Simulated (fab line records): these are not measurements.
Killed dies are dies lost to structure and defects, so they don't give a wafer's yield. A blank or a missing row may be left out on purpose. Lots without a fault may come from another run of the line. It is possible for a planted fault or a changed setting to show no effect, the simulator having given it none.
Which tool was responsible? || flow berkeley_cmos170 || Sampling: 14 lots, 42 wafers, 5 of 331 route steps

== WHAT THE GAUGES SHOWED, per wafer ==
UCB170_SACOX_THK_MEAS_02.
{"lot": "L482", "measured": "day 4 17:57", "on": "film_metro-02", "SACOX_OXIDE_THK (nm)": "13.99 14.38 14.31"}
{"lot": "L483", "measured": "day 5 03:19", "on": "film_metro-01", "SACOX_OXIDE_THK (nm)": "14.84 14.61 14.51"}
{"lot": "L484", "measured": "day 5 12:14", "on": "film_metro-02", "SACOX_OXIDE_THK (nm)": "14.60 14.61 14.35"}
{"lot": "L485", "measured": "day 5 23:53", "on": "film_metro-03", "SACOX_OXIDE_THK (nm)": "14.02 14.08 14.24"}
{"lot": "L487", "measured": "day 5 23:53", "on": "film_metro-01", "SACOX_OXIDE_THK (nm)": "14.16 14.29 13.92"}
{"lot": "L486", "measured": "day 5 23:53", "on": "film_metro-02", "SACOX_OXIDE_THK (nm)": "14.32 14.47 14.26"}
{"lot": "L488", "measured": "day 6 05:21", "on": "film_metro-02", "SACOX_OXIDE_THK (nm)": "14.25 14.31 14.42"}
{"lot": "L489", "measured": "day 6 10:16", "on": "film_metro-03", "SACOX_OXIDE_THK (nm)": "14.14 14.22 14.17"}
{"lot": "L491", "measured": "day 6 20:46", "on": "film_metro-03", "SACOX_OXIDE_THK (nm)": "14.40 14.23 14.47"}
{"lot": "L493", "measured": "day 7 07:50", "on": "film_metro-03", "SACOX_OXIDE_THK (nm)": "13.60 13.61 13.80"}
{"lot": "L495", "measured": "day 7 07:52", "on": "film_metro-01", "SACOX_OXIDE_THK (nm)": "14.18 14.29 14.34"}
{"lot": "L500", "measured": "day 8 15:58", "on": "film_metro-01", "SACOX_OXIDE_THK (nm)": "14.43 14.25 14.25"}
{"lot": "L501", "measured": "day 8 15:55", "on": "film_metro-01", "SACOX_OXIDE_THK (nm)": "14.57 14.45 14.63"}
{"lot": "L503", "measured": "day 9 10:34", "on": "film_metro-01", "SACOX_OXIDE_THK (nm)": "13.67 14.03 13.74"}

UCB170_GATE_THK_MEAS_02.
{"lot": "L482", "measured": "day 5 13:02", "on": "film_metro-01", "GATE_OXIDE_THK (nm)": "6.57 6.69 6.54"}
{"lot": "L483", "measured": "day 5 20:43", "on": "film_metro-02", "GATE_OXIDE_THK (nm)": "6.78 6.60 6.59"}
{"lot": "L484", "measured": "day 6 06:04", "on": "film_metro-02", "GATE_OXIDE_THK (nm)": "6.63 6.76 6.73"}
{"lot": "L485", "measured": "day 6 14:07", "on": "film_metro-03", "GATE_OXIDE_THK (nm)": "6.54 6.48 6.47"}
{"lot": "L487", "measured": "day 6 14:06", "on": "film_metro-02", "GATE_OXIDE_THK (nm)": "6.27 6.31 6.33"}
{"lot": "L486", "measured": "day 6 14:10", "on": "film_metro-02", "GATE_OXIDE_THK (nm)": "6.58 6.52 6.45"}
{"lot": "L488", "measured": "day 6 23:19", "on": "film_metro-03", "GATE_OXIDE_THK (nm)": "6.63 6.63 6.63"}
{"lot": "L489", "measured": "day 7 05:37", "on": "film_metro-01", "GATE_OXIDE_THK (nm)": "6.71 6.71 6.67"}
{"lot": "L491", "measured": "day 7 14:27", "on": "film_metro-02", "GATE_OXIDE_THK (nm)": "6.70 6.79 6.81"}
{"lot": "L493", "measured": "day 7 21:21", "on": "film_metro-02", "GATE_OXIDE_THK (nm)": "6.66 6.59 6.65"}
{"lot": "L495", "measured": "day 7 21:17", "on": "film_metro-03", "GATE_OXIDE_THK (nm)": "6.68 6.60 6.53"}
{"lot": "L500", "measured": "day 9 05:53", "on": "film_metro-01", "GATE_OXIDE_THK (nm)": "6.67 6.61 6.59"}
{"lot": "L501", "measured": "day 9 05:53", "on": "film_metro-02", "GATE_OXIDE_THK (nm)": "6.48 6.57 6.57"}
{"lot": "L503", "measured": "day 10 03:23", "on": "film_metro-02", "GATE_OXIDE_THK (nm)": "6.61 6.62 6.58"}

UCB170_GATE_CD_MEAS_12 targets a cd of 350 nm.
{"lot": "L482", "measured": "day 5 21:28", "on": "cd_sem-01", "cd_nm (nm)": "349.8 348.1 347.9"}
{"lot": "L483", "measured": "day 6 06:43", "on": "cd_sem-01", "cd_nm (nm)": "349.9 349.2 350.0"}
{"lot": "L484", "measured": "day 6 14:19", "on": "cd_sem-01", "cd_nm (nm)": "350.7 351.5 351.6"}
{"lot": "L485", "measured": "day 6 21:26", "on": "cd_sem-02", "cd_nm (nm)": "351.0 350.2 351.2"}
{"lot": "L487", "measured": "day 6 21:41", "on": "cd_sem-02", "cd_nm (nm)": "350.9 352.0 350.6"}
{"lot": "L486", "measured": "day 6 21:59", "on": "cd_sem-01", "cd_nm (nm)": "349.6 348.8 349.2"}
{"lot": "L488", "measured": "day 7 08:38", "on": "cd_sem-01", "cd_nm (nm)": "350.4 350.5 350.9"}
{"lot": "L489", "measured": "day 7 12:22", "on": "cd_sem-02", "cd_nm (nm)": "349.7 350.9 351.3"}
{"lot": "L491", "measured": "day 7 20:16", "on": "cd_sem-02", "cd_nm (nm)": "350.0 349.4 349.6"}
{"lot": "L493", "measured": "day 8 04:34", "on": "cd_sem-01", "cd_nm (nm)": "351.7 351.7 353.1"}
{"lot": "L495", "measured": "day 8 04:49", "on": "cd_sem-01", "cd_nm (nm)": "349.2 350.7 349.7"}
{"lot": "L500", "measured": "day 9 11:45", "on": "cd_sem-01", "cd_nm (nm)": "348.8 348.2 349.6"}
{"lot": "L501", "measured": "day 9 11:55", "on": "cd_sem-02", "cd_nm (nm)": "327.3 327.1 326.4"}
{"lot": "L503", "measured": "day 10 11:18", "on": "cd_sem-01", "cd_nm (nm)": "323.4 324.0 323.8"}

== WHAT TOOL EACH LOT RAN ON (gives the tool, then ch and the chambers of the sampled wafers, and finally the start) ==
{"lot": "L482", "UCB170_PFIELD_STRIP_08": "plasma_asher-04 ch 0,1, day 4 02:12", "UCB170_GATE_SOFTBAKE_08": "litho_track-02 ch 0, day 5 20:00"}
{"lot": "L483", "UCB170_PFIELD_STRIP_08": "plasma_asher-04 ch 0,1, day 4 08:59", "UCB170_GATE_SOFTBAKE_08": "litho_track-04 ch 0, day 6 05:00"}
{"lot": "L484", "UCB170_PFIELD_STRIP_08": "plasma_asher-03 ch 0,1, day 4 17:52", "UCB170_GATE_SOFTBAKE_08": "litho_track-01 ch 0, day 6 13:00"}
{"lot": "L485", "UCB170_PFIELD_STRIP_08": "plasma_asher-03 ch 0,1, day 5 06:23", "UCB170_GATE_SOFTBAKE_08": "litho_track-01 ch 0, day 6 20:00"}
{"lot": "L487", "UCB170_PFIELD_STRIP_08": "plasma_asher-01 ch 0,1, day 5 07:32", "UCB170_GATE_SOFTBAKE_08": "litho_track-04 ch 0, day 6 21:00"}
{"lot": "L486", "UCB170_PFIELD_STRIP_08": "plasma_asher-04 ch 0,1, day 5 07:44", "UCB170_GATE_SOFTBAKE_08": "litho_track-02 ch 0, day 6 21:00"}
{"lot": "L488", "UCB170_PFIELD_STRIP_08": "plasma_asher-01 ch 0,1, day 5 11:22", "UCB170_GATE_SOFTBAKE_08": "litho_track-04 ch 0, day 7 07:00"}
{"lot": "L489", "UCB170_PFIELD_STRIP_08": "plasma_asher-03 ch 0,1, day 5 15:09", "UCB170_GATE_SOFTBAKE_08": "litho_track-02 ch 0, day 7 11:00"}
{"lot": "L491", "UCB170_PFIELD_STRIP_08": "plasma_asher-01 ch 0,1, day 6 03:01", "UCB170_GATE_SOFTBAKE_08": "litho_track-01 ch 0, day 7 19:00"}
{"lot": "L493", "UCB170_PFIELD_STRIP_08": "plasma_asher-03 ch 0,1, day 6 14:19", "UCB170_GATE_SOFTBAKE_08": "litho_track-04 ch 0, day 8 03:00"}
{"lot": "L495", "UCB170_PFIELD_STRIP_08": "plasma_asher-01 ch 0,1, day 6 14:27", "UCB170_GATE_SOFTBAKE_08": "litho_track-02 ch 0, day 8 03:00"}
{"lot": "L500", "UCB170_PFIELD_STRIP_08": "plasma_asher-03 ch 1, day 7 22:08", "UCB170_GATE_SOFTBAKE_08": "litho_track-04 ch 0, day 9 10:00"}
{"lot": "L501", "UCB170_PFIELD_STRIP_08": "plasma_asher-04 ch 0,1, day 8 01:52", "UCB170_GATE_SOFTBAKE_08": "litho_track-01 ch 0, day 9 10:00"}
{"lot": "L503", "UCB170_PFIELD_STRIP_08": "plasma_asher-04 ch 0,1, day 8 15:08", "UCB170_GATE_SOFTBAKE_08": "litho_track-01 ch 0, day 10 10:00"}
- UCB170_PFIELD_STRIP_08: strips in O2.
- UCB170_GATE_SOFTBAKE_08: time 60 s.

== WHAT THE TOOLS THEMSELVES READ (means of the sampled wafers that have a number; where no wafer has one, the mark that the record gives instead) ==
UCB170_PFIELD_STRIP_08.
{"lot": "L482", "tool": "plasma_asher-04", "drypump_motor_current_A (A)": 6.1, "oes_product_au (a.u.)": 0.735, "strip_time_to_endpoint_s (s)": 21.90}
{"lot": "L483", "tool": "plasma_asher-04", "drypump_motor_current_A (A)": 6.1, "oes_product_au (a.u.)": 0.736, "strip_time_to_endpoint_s (s)": 21.88}
{"lot": "L484", "tool": "plasma_asher-03", "drypump_motor_current_A (A)": 5.4, "oes_product_au (a.u.)": 0.733, "strip_time_to_endpoint_s (s)": 21.86}
{"lot": "L485", "tool": "plasma_asher-03", "drypump_motor_current_A (A)": 5.4, "oes_product_au (a.u.)": 0.734, "strip_time_to_endpoint_s (s)": 21.83}
{"lot": "L487", "tool": "plasma_asher-01", "drypump_motor_current_A (A)": 5.7, "oes_product_au (a.u.)": 0.732, "strip_time_to_endpoint_s (s)": 21.89}
{"lot": "L486", "tool": "plasma_asher-04", "drypump_motor_current_A (A)": 6.1, "oes_product_au (a.u.)": 0.735, "strip_time_to_endpoint_s (s)": 21.88}
{"lot": "L488", "tool": "plasma_asher-01", "drypump_motor_current_A (A)": 6.2, "oes_product_au (a.u.)": 0.739, "strip_time_to_endpoint_s (s)": 21.89}
{"lot": "L489", "tool": "plasma_asher-03", "drypump_motor_current_A (A)": 5.4, "oes_product_au (a.u.)": 0.736, "strip_time_to_endpoint_s (s)": 21.92}
{"lot": "L491", "tool": "plasma_asher-01", "drypump_motor_current_A (A)": 5.7, "oes_product_au (a.u.)": 0.735, "strip_time_to_endpoint_s (s)": 21.84}
{"lot": "L493", "tool": "plasma_asher-03", "drypump_motor_current_A (A)": 5.5, "oes_product_au (a.u.)": 0.737, "strip_time_to_endpoint_s (s)": 21.79}
{"lot": "L495", "tool": "plasma_asher-01", "drypump_motor_current_A (A)": 5.7, "oes_product_au (a.u.)": 0.739, "strip_time_to_endpoint_s (s)": 21.88}
{"lot": "L500", "tool": "plasma_asher-03", "drypump_motor_current_A (A)": 5.5, "oes_product_au (a.u.)": 0.727, "strip_time_to_endpoint_s (s)": 21.85}
{"lot": "L501", "tool": "plasma_asher-04", "drypump_motor_current_A (A)": 6.1, "oes_product_au (a.u.)": 0.737, "strip_time_to_endpoint_s (s)": 21.87}
{"lot": "L503", "tool": "plasma_asher-04", "drypump_motor_current_A (A)": 6.4, "oes_product_au (a.u.)": 0.735, "strip_time_to_endpoint_s (s)": 21.97}

UCB170_GATE_SOFTBAKE_08.
{"lot": "L482", "tool": "litho_track-02", "chill_plate_temp_C (C)": 22.96, "heater_power_total_W (W)": 56.82, "plate_temp_C (C)": 130.18}
{"lot": "L483", "tool": "litho_track-04", "chill_plate_temp_C (C)": 22.93, "heater_power_total_W (W)": 56.74, "plate_temp_C (C)": 129.89}
{"lot": "L484", "tool": "litho_track-01", "chill_plate_temp_C (C)": 22.98, "heater_power_total_W (W)": 56.77, "plate_temp_C (C)": 129.97}
{"lot": "L485", "tool": "litho_track-01", "chill_plate_temp_C (C)": 22.91, "heater_power_total_W (W)": 56.83, "plate_temp_C (C)": 130.02}
{"lot": "L487", "tool": "litho_track-04", "chill_plate_temp_C (C)": 22.96, "heater_power_total_W (W)": 56.85, "plate_temp_C (C)": 130.03}
{"lot": "L486", "tool": "litho_track-02", "chill_plate_temp_C (C)": 23.01, "heater_power_total_W (W)": 56.75, "plate_temp_C (C)": 130.06}
{"lot": "L488", "tool": "litho_track-04", "chill_plate_temp_C (C)": 22.98, "heater_power_total_W (W)": 56.82, "plate_temp_C (C)": 130.07}
{"lot": "L489", "tool": "litho_track-02", "chill_plate_temp_C (C)": 23.02, "heater_power_total_W (W)": 56.81, "plate_temp_C (C)": 130.14}
{"lot": "L491", "tool": "litho_track-01", "chill_plate_temp_C (C)": 22.92, "heater_power_total_W (W)": 56.81, "plate_temp_C (C)": 130.08}
{"lot": "L493", "tool": "litho_track-04", "chill_plate_temp_C (C)": 23.00, "heater_power_total_W (W)": 56.81, "plate_temp_C (C)": 129.87}
{"lot": "L495", "tool": "litho_track-02", "chill_plate_temp_C (C)": 23.03, "heater_power_total_W (W)": 56.82, "plate_temp_C (C)": 130.06}
{"lot": "L500", "tool": "litho_track-04", "chill_plate_temp_C (C)": 23.12, "heater_power_total_W (W)": 56.77, "plate_temp_C (C)": 129.98}
{"lot": "L501", "tool": "litho_track-01", "chill_plate_temp_C (C)": 23.08, "heater_power_total_W (W)": 61.85, "plate_temp_C (C)": 138.90}
{"lot": "L503", "tool": "litho_track-01", "chill_plate_temp_C (C)": 22.98, "heater_power_total_W (W)": 61.83, "plate_temp_C (C)": 138.66}

== THE ANSWER, worked out from the rows above alone ==
Rule: the lots themselves supply what counts as usual. The widest of any qualifying gaps counts: lots, ordered by their means at a reading, are off when they make up no more than a third of the lots, leave a main group of 4 or more, and stand apart from it by 3 or more times the standard deviation of that group's means. Not used: any main group whose means are identical at the precision the tables above print for the reading. A lot without any number at a reading at which 4 lots or more have one is off too. All remaining lots with rows at the step are treated as sound. After the gauges, taken in route order, come the tools' own readings; for these a lot's mean is taken, as printed above. The first step at which some lot is off is used, and at that step the reading that is off furthest; a lot without a number counts as furthest.
Off: L501, L503, at UCB170_GATE_CD_MEAS_12 (cd_nm). For the main group the mean is 350.2 nm and the standard deviation 1.
A tool fits if, at a process step before that reading, it ran every lot that is off, and no sound lot after the first of them. Not tried: the gauges at UCB170_GATE_CD_MEAS_12; whatever is off there is also off at UCB170_GATE_SOFTBAKE_08, on other tools, and gauge error can't account for it. Can't be told from this: 2 tools fit, plasma_asher-04 at UCB170_PFIELD_STRIP_08, litho_track-01 at UCB170_GATE_SOFTBAKE_08.

== WHAT THE SIMULATOR HAD INSERTED ==
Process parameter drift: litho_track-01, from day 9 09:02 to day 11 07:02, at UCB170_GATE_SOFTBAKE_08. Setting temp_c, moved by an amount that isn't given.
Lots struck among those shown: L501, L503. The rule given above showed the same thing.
